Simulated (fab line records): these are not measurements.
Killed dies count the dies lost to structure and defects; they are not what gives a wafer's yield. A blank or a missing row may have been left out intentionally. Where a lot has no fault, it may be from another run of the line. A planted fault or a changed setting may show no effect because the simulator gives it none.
Comparing a struck lot with a sound one / flow rit cmos / 19 steps out of a route of 202
Sound: wafers L191.1, L191.2, L191.4. Wafers L201.2, L201.5, L201.6 were the ones struck. The cause is named last.
Each step with rows lists, per side, the tool, then ch with its chambers, then its first start. Under that, the readings that differ: sound wafers / struck wafers / difference of the means / sigmas: that difference in standard deviations of wafers without a fault.
alike: readings whose means differ by less than 2 such deviations, and words and numbers that are the same on both sides. not compared: withheld readings, readings that some wafer has no value for, bounds like >300 that may hide the same value, and numbers for which the record gives no deviation and whose values overlap.
A row with sigmas, a row that says differs or no value, or rows on one side alone: a step with any of these is where the two part. Numbers that have no deviation but don't overlap get no sigmas and don't part them. Lack of a reading on every wafer of one side parts them only where that side has two or more wafers.

first, 1 step without rows for these wafers: RIT_SILICIDE_WET_ETCH_00 (etches SiO2 in BOE, target depth 14 nm, time 15 s).
RIT_SILICIDE_SPUTTER_01: material Ti, target thk 30 nm, time 240 s.
  sound: pvd sputter-02 at day 4 18:20; struck: pvd sputter-02 at day 6 19:59
  alike: throttle valve pct
RIT_SILICIDE_RS_MEAS_02: measurement is done with a four-point probe.
  sound: film metro-03 at day 4 18:29; struck: film metro-04 at day 6 20:09
  alike: SILICIDE_TI_RS
RIT_SILICIDE_THK_MEAS_03: measures by xrf.
  sound: film metro-03 at day 4 18:36; struck: film metro-04 at day 6 20:16
  alike: SILICIDE_TI_THK
RIT_SILICIDE_RTA_04: time 10 s, ramp up 5 s, ramp down 5 s.
  sound on rtp anneal-02 ch 0, day 4 18:40; struck on rtp anneal-02 ch 0, day 6 20:19
  alike: wafer_temp_C_max
then, 1 step without rows for these wafers: RIT_SILICIDE_WET_ETCH_05 (etches Ti in SPM, time 120 s).
RIT_SILICIDE_RTA_06: time 10 s, ramp up 5 s, ramp down 10 s.
  sound on rtp anneal-01 ch 0, day 4 18:46; struck on rtp anneal-01 ch 0, day 6 20:26
  alike: wafer_temp_C_max
RIT_CONTACT_CVD_00: deposits SiO2 from TEOS, target thk 400 nm, time 61 s.
  sound on pecvd-04 ch 0,2, day 4 18:50; struck on pecvd-01 ch 0,1, day 6 20:29
  alike: heater power w
  not compared: since wet clean h
RIT_CONTACT_THK_MEAS_01:
  sound: film metro-04 at day 4 18:53; struck: film metro-02 at day 6 20:33
  alike: CONTACT_TEOS_THK
then, 3 steps without rows for these wafers: RIT_CONTACT_HMDS_02 (prime time 60 s); RIT_CONTACT_COAT_03 (resist thk 1000 nm); RIT_CONTACT_SOFTBAKE_04 (time 60 s).
RIT_CONTACT_EXPOSE_05: exposes mask M11, target cd 1000 nm.
  sound on iline stepper-02 ch 0, day 4 19:31; struck on iline stepper-02 ch 0, day 6 21:04
reading=model.CONTACT.overlay x nm (nm); sound=-0.6265 -0.6265 -0.6265; struck=320.8 320.8 320.8; difference=+321.4; sigmas=
  alike: mask, reticle temp C
then, 2 steps without rows for these wafers: RIT_CONTACT_PEB_06; RIT_CONTACT_DEVELOP_07 (develop time 120 s).
RIT_CONTACT_CD_MEAS_08 targets a cd of 1000 nm.
  sound: cd sem-01 at day 4 20:02; struck: cd sem-02 at day 6 21:35
  alike: cd nm
RIT_CONTACT_OVL_MEAS_09:
  sound: overlay-02 at day 4 20:10; struck: overlay-01 at day 6 21:41
reading=CONTACT_OVL (nm); sound=-1.4 -0.6 -3.0; struck=319.3 318.6 320.9; difference=+321.3; sigmas=+99 or more
then, 1 step without rows for these wafers: RIT_CONTACT_HARDBAKE_10 (time 60 s).
RIT_M1_PROBE_99:
  sound: prober-02 at day 5 01:37; struck: prober-02 at day 7 02:47
reading=model.etest.nmos_0p15.junction log10 a um; sound=-13.34 -13.27 -13.51; struck=-10.41 -10.53 -10.57; difference=+2.87; sigmas=
reading=model.etest.nmos narrow.off log10 a um; sound=-13.17 -13.11 -13.16; struck=-10.41 -10.53 -10.57; difference=+2.64; sigmas=
reading=model.etest.gate end array.leak log10 a um; sound=-12.82 -12.58 -12.96; struck=-10.13 -10.4 -10.36; difference=+2.49; sigmas=
reading=model.etest.nmos_0p3.off log10 a um; sound=-13 -12.82 -13.11; struck=-10.41 -10.53 -10.57; difference=+2.47; sigmas=
reading=model.etest.pmos_0p15.junction log10 a um; sound=-13.79 -13.88 -13.82; struck=-11.4 -11.53 -11.57; difference=+2.3; sigmas=
reading=model.etest.contact diode array.leak log10 a (angstrom); sound=-9.552 -9.478 -9.389; struck=-7.158 -7.199 -7.437; difference=+2.208; sigmas=
reading=model.etest.pmos_0p3.off log10 a um; sound=-12.94 -12.98 -12.88; struck=-11.39 -11.51 -11.56; difference=+1.45; sigmas=
reading=model.etest.pmos narrow.off log10 a um; sound=-12.73 -12.76 -12.72; struck=-11.39 -11.51 -11.55; difference=+1.25; sigmas=
  alike: killed at contacts, killed at front end, killed dies, killed on rim, killed open, killed short

WHERE THEY PART
Only at RIT_CONTACT_OVL_MEAS_09, as far as this record shows. Later steps at which nothing parts them and some readings are alike: RIT_M1_PROBE_99.

WHY: what had been put in by the simulator
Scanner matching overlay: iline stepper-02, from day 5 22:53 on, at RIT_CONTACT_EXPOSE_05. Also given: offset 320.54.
